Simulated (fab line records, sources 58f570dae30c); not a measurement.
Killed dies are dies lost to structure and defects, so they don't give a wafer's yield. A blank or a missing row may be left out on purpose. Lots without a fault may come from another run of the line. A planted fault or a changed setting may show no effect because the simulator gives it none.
fab line records | flow berkeley_cmos170
record lots=13 wafers=39 last_day=11
route steps=331 shown PWELL@37 PSD@178 SDANNEAL@204 CONTACT@233
lots that met no fault: from a run of the same line without faults
start_h: hours from the record's first day to the start of the lot's first wafer shown | wait_h: hours since the lot's step before | " the same as in the row above | L1.1+2: a row that stands for several wafers | - no value, or no start given | * or withheld: withheld | < > ~ a bound
route shown NAME@n: a module of which the file shows steps, and the number in the route of the first | usual: mean/standard deviation of fault-free wafers | same: alike in all rows | chamber/n: place in a boat | sites: the reading at each site | _std_site: their standard deviation | _edge_site: outer sites' mean less inner sites' | radius_mm: how far each site lies from the wafer's centre | mask NAME#n: copy n | behind: the tool/chamber that last shaped the wafer | hold: why the lot was held/for how many hours/how that ended | device: the transistor (n, p or np) that didn't switch | end of line: the same wafers' tests at the end of the route | a step without rows: its recipe alone | killed: dies lost to structure and defects at the first sort, not the wafer's yield | map: a wafer's dies, x killed, . not, _ none there
set.NAME: the setting as run; set.NAME@STEP: as run at that earlier step | model.NAME: the simulator's own value behind a step, which no gauge read
steps of the route over a sample of lots; a table a step, a row a wafer
services: from which hour (start_h, from the record's first day; less than 0 if before it) a tool's chamber was out of use, for how many hours, and why
## steps
# step UCB170_PWELL_THK_MEAS_03
# recipe reads=SiO2_of_PWELL_OXIDATION_02
# usual PWELL_OXIDE_THK=26.1/0.61
# columns lot.wafer tool chamber start_h wait_h PWELL_OXIDE_THK[nm]
L341.1 film_metro-03 - 47.18 0.0 27.0
L341.3 " - " " 26.8
L341.5 " - " " 26.9
L342.1 film_metro-04 - 47.18 0.0 26.6
L342.2 " - " " 26.6
L342.4 " - " " 26.3
L344.2 film_metro-04 - 54.62 0.0 25.6
L344.3 " - " " 25.7
L344.4 " - " " 26.3
L349.2 film_metro-02 - 81.20 0.0 26.2
L349.3 " - " " 26.1
L349.6 " - " " 26.3
L350.1 film_metro-02 - 92.51 0.0 25.7
L350.5 " - " " 25.5
L350.6 " - " " 25.5
L351.2 film_metro-02 - 95.37 0.0 26.1
L351.5 " - " " 26.1
L351.6 " - " " 25.5
L354.1 film_metro-03 - 113.83 0.0 25.8
L354.2 " - " " 25.6
L354.6 " - " " 26.2
L355.1 film_metro-02 - 113.85 0.0 25.7
L355.2 " - " " 25.3
L355.3 " - " " 25.8
L356.1 film_metro-02 - 120.27 0.0 27.1
L356.2 " - " " 27.1
L356.6 " - " " 27.6
L357.3 film_metro-03 - 120.29 0.0 26.3
L357.5 " - " " 26.2
L357.6 " - " " 26.4
L358.1 film_metro-02 - 126.32 0.0 26.0
L358.2 " - " " 25.9
L358.5 " - " " 25.9
L359.1 film_metro-02 - 129.63 0.0 26.0
L359.4 " - " " 26.3
L359.5 " - " " 25.9
L362.4 film_metro-03 - 146.07 0.1 24.3
L362.5 " - " " 25.1
L362.6 " - " " 24.8
# step UCB170_PSD_EXPOSE_03
# recipe mask_id=PSELECT_MOD na=0.5 sigma_outer=0.6 source_shape=conventional target_cd_nm=1200 dose_mj=30
# columns lot.wafer tool chamber start_h wait_h mask
L344.2+3+4 krf_scanner-02 0 138.74 0.1 PSELECT_MOD#0
L342.1+2+4 krf_scanner-01 0 139.00 0.2 PSELECT_MOD#0
L341.1+3+5 krf_scanner-01 0 139.48 0.4 PSELECT_MOD#0
L349.2+3+6 krf_scanner-02 0 169.96 0.3 PSELECT_MOD#0
L350.1+5+6 krf_scanner-02 0 182.52 0.1 PSELECT_MOD#0
L351.2+5+6 krf_scanner-01 0 182.78 0.4 PSELECT_MOD#0
L355.1+2+3 krf_scanner-01 0 209.23 0.1 PSELECT_MOD#0
L354.1+2+6 krf_scanner-01 0 209.34 0.2 PSELECT_MOD#0
L356.1+2+6 krf_scanner-01 0 209.46 0.2 PSELECT_MOD#0
L357.3+5+6 krf_scanner-01 0 209.71 0.1 PSELECT_MOD#0
L359.1+4+5 krf_scanner-01 0 213.22 0.4 PSELECT_MOD#0
L358.1+2+5 krf_scanner-01 0 221.86 0.1 PSELECT_MOD#0
L362.4+5+6 krf_scanner-01 0 236.36 0.1 PSELECT_MOD#0
# step UCB170_PSD_OVL_MEAS_07
# usual PSD_OVL=0/6.1
# columns lot.wafer tool chamber start_h wait_h PSD_OVL[nm]
L344.2 overlay-02 - 139.55 0.1 1
L344.3 " - " " -1
L344.4 " - " " 4
L342.1 overlay-02 - 139.91 0.1 2
L342.2 " - " " 4
L342.4 " - " " 4
L341.1 overlay-01 - 140.06 0.1 2
L341.3 " - " " -3
L341.5 " - " " -4
L349.2 overlay-01 - 170.81 0.1 -160
L349.3 " - " " -151
L349.6 " - " " -156
L350.1 overlay-01 - 183.03 0.1 -155
L350.5 " - " " -160
L350.6 " - " " -168
L351.2 overlay-01 - 183.31 0.1 -5
L351.5 " - " " -10
L351.6 " - " " -6
L355.1 overlay-01 - 210.20 0.1 -8
L355.2 " - " " -5
L355.3 " - " " -16
L354.1 overlay-02 - 210.48 0.1 -2
L354.2 " - " " -4
L354.6 " - " " 4
L356.1 overlay-01 - 210.52 0.1 0
L356.2 " - " " 1
L356.6 " - " " 2
L357.3 overlay-02 - 210.61 0.1 5
L357.5 " - " " -12
L357.6 " - " " -6
L359.1 overlay-02 - 213.76 0.1 0
L359.4 " - " " 3
L359.5 " - " " 6
L358.1 overlay-02 - 222.39 0.1 -6
L358.2 " - " " -6
L358.5 " - " " 5
L362.4 overlay-02 - 237.15 0.1 0
L362.5 " - " " 7
L362.6 " - " " 2
# step UCB170_SDANNEAL_RTA_00
# recipe temp_c=900 time_s=10 ambient=N2
# usual lamp_power_pct=24.7/0.83 wafer_temp_C_max=904.5/0.86
# columns lot.wafer tool chamber start_h wait_h lamp_power_pct wafer_temp_C_max
L344.2 rtp_anneal-02 0 145.37 0.0 25.4 904.3
L344.3 " 0 " " 25.3 905.8
L344.4 " 0 " " 25.4 903.7
L342.1 rtp_anneal-01 0 145.52 0.0 23.7 904.9
L342.2 " 0 " " 23.6 903.7
L342.4 " 0 " " 23.6 904.7
L341.1 rtp_anneal-02 0 145.68 0.0 25.4 904.9
L341.3 " 0 " " 25.4 905.0
L341.5 " 0 " " 25.3 903.9
L349.2 rtp_anneal-02 0 174.13 0.0 25.4 904.6
L349.3 " 0 " " 25.4 904.7
L349.6 " 0 " " 25.4 904.4
L351.2 rtp_anneal-02 0 186.53 0.0 25.3 905.5
L351.5 " 0 " " 25.4 902.9
L351.6 " 0 " " 25.4 905.1
L350.1 rtp_anneal-01 0 186.79 0.0 23.7 903.8
L350.5 " 0 " " 23.7 904.1
L350.6 " 0 " " 23.6 904.4
L355.1 rtp_anneal-01 0 214.25 0.0 23.6 904.1
L355.2 " 0 " " 23.7 903.9
L355.3 " 0 " " 23.6 904.7
L356.1 rtp_anneal-02 0 214.63 0.0 25.4 905.5
L356.2 " 0 " " 25.4 904.1
L356.6 " 0 " " 25.4 904.4
L354.1 rtp_anneal-01 0 214.82 0.0 23.6 903.2
L354.2 " 0 " " 23.7 903.6
L354.6 " 0 " " 23.7 903.7
L357.3 rtp_anneal-02 0 215.01 0.0 25.4 906.0
L357.5 " 0 " " 25.4 904.0
L357.6 " 0 " " 25.4 904.9
L359.1 rtp_anneal-01 0 217.18 0.0 23.7 903.0
L359.4 " 0 " " 23.7 903.2
L359.5 " 0 " " 23.7 903.3
L358.1 rtp_anneal-01 0 226.44 0.0 23.7 903.4
L358.2 " 0 " " 23.7 905.4
L358.5 " 0 " " 23.7 905.4
L362.4 rtp_anneal-02 0 240.53 0.0 25.4 904.6
L362.5 " 0 " " 25.4 904.7
L362.6 " 0 " " 25.4 905.0
# step UCB170_CONTACT_ETCH_17
# recipe chemistry=N2/H2 target_depth_a=withheld overetch_a=withheld target=BARC time_s=withheld source_w=500 bias_w=100 pressure_mtorr=30 n2_flow_sccm=100 h2_flow_sccm=200
# usual drypump_motor_current_A=6.0/0.46 oes_product_au=1.003/0.027 throttle_valve_pct=13.26/0.2
# columns lot.wafer tool chamber start_h wait_h drypump_motor_current_A oes_product_au throttle_valve_pct
L344.2 rie_diel-03 2 151.01 0.0 5.8 0.970 13.46
L344.3 " 3 " " 5.5 1.022 13.33
L344.4 " 0 " " 5.7 1.003 12.95
L342.1 rie_diel-04 1 151.66 0.0 5.5 0.962 13.18
L342.2 " 0 " " 6.2 1.034 13.36
L342.4 " 3 " " 6.8 1.020 13.28
L341.1 rie_diel-03 1 151.96 0.0 5.3 0.973 13.11
L341.3 " 2 " " 5.8 0.964 13.45
L341.5 " 0 " " 5.8 0.990 12.97
L349.2 rie_diel-04 1 179.95 0.0 5.5 0.965 13.18
L349.3 " 0 " " 6.3 1.036 13.38
L349.6 " 2 " " 6.8 1.035 13.58
L351.2 rie_diel-04 3 191.64 0.0 6.7 1.023 13.27
L351.5 " 2 " " 6.8 1.041 13.58
L351.6 " 1 " " 5.5 0.966 13.20
L350.1 rie_diel-03 0 193.25 0.0 5.7 0.996 12.94
L350.5 " 3 " " 5.6 1.012 13.32
L350.6 " 2 " " 5.8 0.963 13.45
L355.1 rie_diel-02 3 219.08 0.0 6.4 0.978 13.56
L355.2 " 1 " " 5.8 1.032 12.96
L355.3 " 0 " " 5.9 0.973 13.38
L356.1 rie_diel-03 2 219.96 0.0 5.8 0.975 13.46
L356.2 " 1 " " 5.3 0.971 13.12
L356.6 " 1 " " 5.3 0.979 13.11
L357.3 rie_diel-03 0 221.34 0.0 5.8 1.002 12.95
L357.5 " 2 " " 5.9 0.962 13.45
L357.6 " 3 " " 5.5 1.014 13.32
L354.1 rie_diel-04 0 221.62 0.0 6.2 1.037 13.37
L354.2 " 2 " " 6.8 1.051 13.58
L354.6 " 0 " " 6.2 1.028 13.38
L359.1 rie_diel-04 0 223.37 0.0 6.3 1.032 13.36
L359.4 " 1 " " 5.5 0.968 13.17
L359.5 " 3 " " 6.7 1.017 13.27
L358.1 rie_diel-02 1 231.41 0.0 5.8 1.039 12.97
L358.2 " 3 " " 6.4 0.980 13.57
L358.5 " 3 " " 6.4 0.984 13.56
L362.4 rie_diel-02 0 245.82 0.0 5.9 0.979 13.39
L362.5 " 0 " " 5.9 0.981 13.40
L362.6 " 1 " " 5.8 1.050 12.98
## services
# columns tool chamber start_h hours kind
krf_scanner-02 - 115.66 1.1 repair
krf_scanner-01 0 118.46 - calibration
krf_scanner-01 - 124.83 1.3 pm
rie_diel-04 0 130.58 8.8 repair
rie_diel-03 0 131.43 3.7 repair
rie_diel-02 3 141.20 - clean
rie_diel-02 3 141.20 15.4 scheduled_down
rie_diel-02 3 141.20 15.4 vent_cycle
krf_scanner-02 - 156.34 1.3 pm
rtp_anneal-02 - 163.76 4.9 pm
rie_diel-02 0 164.85 27.0 repair
rie_diel-02 3 203.34 6.8 repair
krf_scanner-02 - 208.04 4.0 pm
krf_scanner-02 0 210.17 - calibration
rie_diel-02 0 225.07 - clean
rie_diel-02 0 225.07 15.4 scheduled_down
rie_diel-02 0 225.07 15.4 vent_cycle
rie_diel-03 0 226.47 10.5 repair
rie_diel-03 2 236.99 - clean
rie_diel-03 2 236.99 19.1 scheduled_down
rie_diel-03 2 236.99 19.1 vent_cycle
krf_scanner-01 - 239.72 0.1 repair
## key
first_sign step=UCB170_PSD_OVL_MEAS_07 reading=PSD_OVL direction=down sigmas=26 usual=0 struck=-158
effect none on later readings
met_at UCB170_PSD_EXPOSE_03
struck_lots L349,L350
tester_left_out L349,L350
not_acting_at UCB170_PWELL_THK_MEAS_03,UCB170_SDANNEAL_RTA_00,UCB170_CONTACT_ETCH_17
onset_between 138.74 169.96
fault kind=scanner_matching_overlay tool=krf_scanner-02 chamber=- onset_h=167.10 steps=UCB170_PSD_EXPOSE_03 offset=-160
# tester_left_out: of these lots the tester's yield and bins aren't shown, on N5 and GAA mostly nor the transistor test; their killed dies are dies lost to structure and defects alone, not to doping, threshold or leakage, so they don't give the yield
